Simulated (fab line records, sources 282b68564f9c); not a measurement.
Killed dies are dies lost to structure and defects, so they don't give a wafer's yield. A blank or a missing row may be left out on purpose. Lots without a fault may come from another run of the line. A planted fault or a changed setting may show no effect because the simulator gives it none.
A struck lot beside a sound one | flow rit_cmos | 10 steps out of a route of 202
Sound: wafers L444.1, L444.3, L444.6. Struck: wafers L449.3, L449.4, L449.5. The cause comes at the end.
At each step with rows: each side's tool, then ch and its chambers, then its first start. Under that, the readings that differ: sound wafers | struck wafers | difference of the means | sigmas: that difference in standard deviations of wafers without a fault.
alike: readings whose means differ by less than 2 such deviations, and words and numbers that are the same on both sides. not compared: withheld readings, readings that some wafer has no value for, bounds like >300 that may hide the same value, and numbers for which the record gives no deviation and whose values overlap.
The two part at a step that has a row with sigmas, a row that says differs or no value, or rows on one side only. Numbers that don't overlap but have no deviation are shown without sigmas and don't part them. A reading that every wafer of one side lacks parts them only if that side has two wafers or more.

RIT_ACTIVE_BOW_MEAS_00:
  sound on film_metro-02, day 1 20:00; struck on film_metro-01, day 2 21:02
  alike: INCOMING_BOW
then, 1 step without rows for these wafers: RIT_ACTIVE_OXIDATION_01 (target thk 46.8 nm, ox time 3360 s).
RIT_ACTIVE_THK_MEAS_02:
  sound on film_metro-03, day 2 00:55; struck on film_metro-02, day 2 23:04
  reading               | sound          | struck         | difference | sigmas
  ACTIVE_OXIDE_THK (nm) | 46.1 45.5 46.1 | 47.8 48.0 48.0 | +2.0       | +2
then, 1 step without rows for these wafers: RIT_ACTIVE_CVD_03 (deposits Si3N4 from SiH2Cl2/NH3, target thk 150 nm, time 1500 s).
RIT_ACTIVE_THK_MEAS_04:
  sound on film_metro-01, day 2 02:23; struck on film_metro-03, day 3 00:33
  alike: ACTIVE_NITRIDE_THK
then, 3 steps without rows for these wafers: RIT_ACTIVE_HMDS_05 (prime time 60 s); RIT_ACTIVE_COAT_06 (resist thk 1000 nm); RIT_ACTIVE_SOFTBAKE_07 (time 60 s).
RIT_ACTIVE_EXPOSE_08: exposes mask M1, target cd 1400 nm.
  sound on iline_stepper-01 ch 0, day 2 02:54; struck on iline_stepper-02, day 3 01:05
  no value came back on the struck wafers for exposure_dose_mJ_cm2, focus_offset_nm (nm); on the sound wafers exposure_dose_mJ_cm2 reads 224.96 225.15 224.62
  alike: mask
then, 1 step without rows for these wafers: RIT_ACTIVE_PEB_09.

WHERE THEY PART
First at RIT_ACTIVE_THK_MEAS_02; last, within this record, at RIT_ACTIVE_EXPOSE_08.

WHY: what the simulator had put in
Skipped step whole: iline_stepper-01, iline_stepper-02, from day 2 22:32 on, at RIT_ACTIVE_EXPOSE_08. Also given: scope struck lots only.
